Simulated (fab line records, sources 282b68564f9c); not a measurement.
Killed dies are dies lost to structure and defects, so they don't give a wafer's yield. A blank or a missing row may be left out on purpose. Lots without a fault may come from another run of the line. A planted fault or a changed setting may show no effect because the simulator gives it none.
Chamber matching | flow rit_cmos | RIT_GATE_ETCH_19 on rie_si-01: 4 sister chambers
The step etches poly-Si in SF6/CHF3/O2, stops on SiO2, time 165 s, target depth 312.5 nm. 16 wafers are shown with their chamber, then 8 later ones without.

WAFERS WITH THEIR CHAMBER
wafer  | chamber | drypump_motor_current_A (A) | throttle_valve_pct (%) | oes_product_au (a.u.)
L425.1 | 1       | 5.8                         | 10.21                  | 0.867
L425.4 | 0       | 6.5                         | 9.99                   | 0.849
L425.6 | 2       | 5.7                         | 10.42                  | 0.863
L427.2 | 2       | 5.7                         | 10.41                  | 0.868
L427.3 | 0       | 6.5                         | 9.99                   | 0.844
L427.4 | 1       | 5.9                         | 10.21                  | 0.867
L429.1 | 0       | 6.5                         | 9.99                   | 0.846
L429.2 | 2       | 5.7                         | 10.41                  | 0.878
L429.3 | 3       | 5.8                         | 10.26                  | 0.860
L437.1 | 1       | 5.9                         | 10.21                  | 0.860
L437.2 | 3       | 5.8                         | 10.25                  | 0.835
L437.3 | 0       | 6.5                         | 9.98                   | 0.858
L439.1 | 1       | 5.8                         | 10.23                  | 0.868
L439.2 | 0       | 6.5                         | 9.99                   | 0.857
L439.4 | 3       | 5.8                         | 10.28                  | 0.850
L441.1 | 3       | 5.8                         | 10.25                  | 0.847

SIGNATURES (means of the wafers above)
reading                 | chamber 0 | chamber 1 | chamber 2 | chamber 3 | scatter within a chamber
drypump_motor_current_A | 6.500     | 5.850     | 5.700     | 5.800     | 0.0289
throttle_valve_pct      | 9.9880    | 10.2150   | 10.4133   | 10.2600   | 0.00934
oes_product_au          | 0.85080   | 0.86550   | 0.86967   | 0.84800   | 0.00729
Rule: a wafer's distance from a chamber is the root of the sum, over the readings, of the square of ((its reading less the chamber's mean) divided by the reading's scatter). The wafer belongs to the nearest chamber; if the next one is less than 2 further off, it can't be placed. The scatter: the root of (the sum of the squares of (reading less its chamber's mean) over the shown wafers, divided by (wafers less chambers)).

WAFERS WITHOUT THEIR CHAMBER
wafer  | drypump_motor_current_A (A) | throttle_valve_pct (%) | oes_product_au (a.u.)
L441.3 | 5.7                         | 10.41                  | 0.875
L441.4 | 5.8                         | 10.22                  | 0.876
L443.2 | 5.7                         | 10.41                  | 0.877
L443.5 | 6.5                         | 9.99                   | 0.852
L443.6 | 5.8                         | 10.23                  | 0.872
L445.1 | 5.7                         | 10.41                  | 0.877
L445.5 | 5.8                         | 10.26                  | 0.830
L445.6 | 6.5                         | 9.98                   | 0.840

WHICH CHAMBER EACH WENT THROUGH
wafer  | from the rows above | in truth
L441.3 | 2                   | 2
L441.4 | 1                   | 1
L443.2 | 2                   | 2
L443.5 | 0                   | 0
L443.6 | 1                   | 1
L445.1 | 2                   | 2
L445.5 | 3                   | 3
L445.6 | 0                   | 0
Placed correctly: 8 of 8. Can't be placed from these rows: 0. Placed wrongly: 0.
